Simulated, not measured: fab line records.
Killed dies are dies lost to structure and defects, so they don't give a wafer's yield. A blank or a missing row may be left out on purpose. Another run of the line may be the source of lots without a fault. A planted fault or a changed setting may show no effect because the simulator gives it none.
A lot that was struck, set against a sound lot || flow berkeley-cmos170 || 23 steps out of a route of 331
Sound: the wafers L924.1, L924.5, L924.6. The struck wafers were L918.1, L918.3, L918.5. The cause is given at the end.
Order at every step that has rows: each side's tool, ch and its chambers, its first start. Under that, the readings that differ: sound wafers || struck wafers || difference of the means || sigmas: that difference in standard deviations of wafers without a fault.
alike: same words and numbers on both sides, and readings whose means sit less than 2 such deviations apart. not compared: any withheld reading, any reading some wafer has no value for, any bound like >300 that may hide the same value, and any number with overlapping values for which the record gives no deviation.
Wherever a step has rows on one side only, a row that says differs or no value, or a row with sigmas, the two part there. When numbers do not overlap yet have no deviation, they are printed without sigmas and do not part them. Lack of a reading on every wafer of one side parts them only where that side has two or more wafers.

UCB170_NWELL_ETCH_13: etches Si3N4 in CH3F/Ar/O2, stops on SiO2, target depth 246.4 nm, time 154 s.
  sound on rie-diel-02 ch 0,3, day 5 13:35; struck on rie-diel-01 ch 1,2,3, day 4 09:43
{"reading": "oes-product-au (a.u.)", "sound": "0.956 0.948 0.955", "struck": "0.925 0.916 0.939", "difference": -0.026, "sigmas": -2}
{"reading": "throttle-valve-pct (%)", "sound": "8.01 7.89 7.99", "struck": "8.14 8.17 8.17", "difference": "+0.20", "sigmas": "+2"}
  alike: drypump-motor-current-A
  not compared: rf-hours-counter-h
then, 1 step without rows for these wafers: UCB170_NWELL_IMPLANT_14.
UCB170_NWELL_STRIP_15: strips in O2.
  sound on plasma-asher-04 ch 0,1, day 5 13:50; struck on plasma-asher-04 ch 0,1, day 4 09:58
  alike: drypump-motor-current-A, oes-product-au, strip-time-to-endpoint-s
  not compared: rf-hours-counter-h
UCB170_NWELL_TW_MEAS_16:
  sound on film-metro-03, day 5 13:56; struck on film-metro-04, day 4 10:04
  alike: NWELL_TW
then, 6 steps without rows for these wafers: UCB170_NWELL_CLEAN_17 (cleans in SPM, time 600 s); UCB170_NWELL_WET_ETCH_18 (etches Si3N4 in H3PO4, time 14400 s); UCB170_NWELL_WET_ETCH_19 (etches SiO2 in BOE, time 22 s); UCB170_PWELL_CLEAN_00 (cleans in SPM, time 600 s); UCB170_PWELL_CLEAN_01 (cleans in dHF, time 60 s); UCB170_PWELL_OXIDATION_02 (target thk 26.4 nm, ox time 1260 s).
UCB170_PWELL_THK_MEAS_03:
  sound on film-metro-04, day 5 22:03; struck on film-metro-02, day 4 18:04
  alike: PWELL_OXIDE_THK
then, 1 step without rows for these wafers: UCB170_PWELL_ANNEAL_04 (time 900 s).
UCB170_PWELL_CVD_05: deposits Si3N4 from SiH2Cl2/NH3, target thk 220 nm, time 3300 s.
  sound on lpcvd-01 ch 0, day 6 02:09; struck on lpcvd-02 ch 0, day 5 00:40
{"reading": "model.Si3N4_of_PWELL_CVD_05.thk-nm (nm)", "sound": "221.2 221.5 221.6", "struck": "120.4 121 120.1", "difference": -100.9, "sigmas": ""}
UCB170_PWELL_THK_MEAS_06:
  sound on film-metro-02, day 6 04:04; struck on film-metro-03, day 5 02:35
{"reading": "PWELL_NITRIDE_THK (nm)", "sound": "221.2 221.4 221.6", "struck": "120.4 121.1 120.1", "difference": -100.9, "sigmas": -48}
then, 6 steps without rows for these wafers: UCB170_PWELL_HMDS_07 (prime time 60 s); UCB170_PWELL_COAT_08 (resist thk 900 nm); UCB170_PWELL_SOFTBAKE_09 (time 60 s); UCB170_PWELL_EXPOSE_10 (exposes mask PWELL, target cd 3000 nm); UCB170_PWELL_PEB_11; UCB170_PWELL_DEVELOP_12 (develop time 45 s).
UCB170_PWELL_OVL_MEAS_13:
  sound on overlay-01, day 6 05:55; struck on overlay-02, day 5 04:19
  alike: PWELL_OVL
UCB170_PWELL_ETCH_14: etches Si3N4 in CH3F/Ar/O2, stops on SiO2, target depth 242 nm, time 151 s.
  sound on rie-diel-04 ch 0,2,3, day 6 05:57; struck on rie-diel-01 ch 0,2,3, day 5 04:20
{"reading": "oes-product-au (a.u.)", "sound": "0.963 0.947 0.948", "struck": "0.689 0.686 0.675", "difference": -0.269, "sigmas": -21}
{"reading": "model.etch.depth-nm (nm)", "sound": "221.2 221.5 221.6", "struck": "120.4 121 120.1", "difference": -100.9, "sigmas": ""}
  alike: drypump-motor-current-A, throttle-valve-pct
  not compared: rf-hours-counter-h
then, 1 step without rows for these wafers: UCB170_PWELL_IMPLANT_15.

== WHERE THEY PART ==
First at UCB170_NWELL_ETCH_13; last, within this record, at UCB170_PWELL_ETCH_14.

WHY: what the simulator had put in
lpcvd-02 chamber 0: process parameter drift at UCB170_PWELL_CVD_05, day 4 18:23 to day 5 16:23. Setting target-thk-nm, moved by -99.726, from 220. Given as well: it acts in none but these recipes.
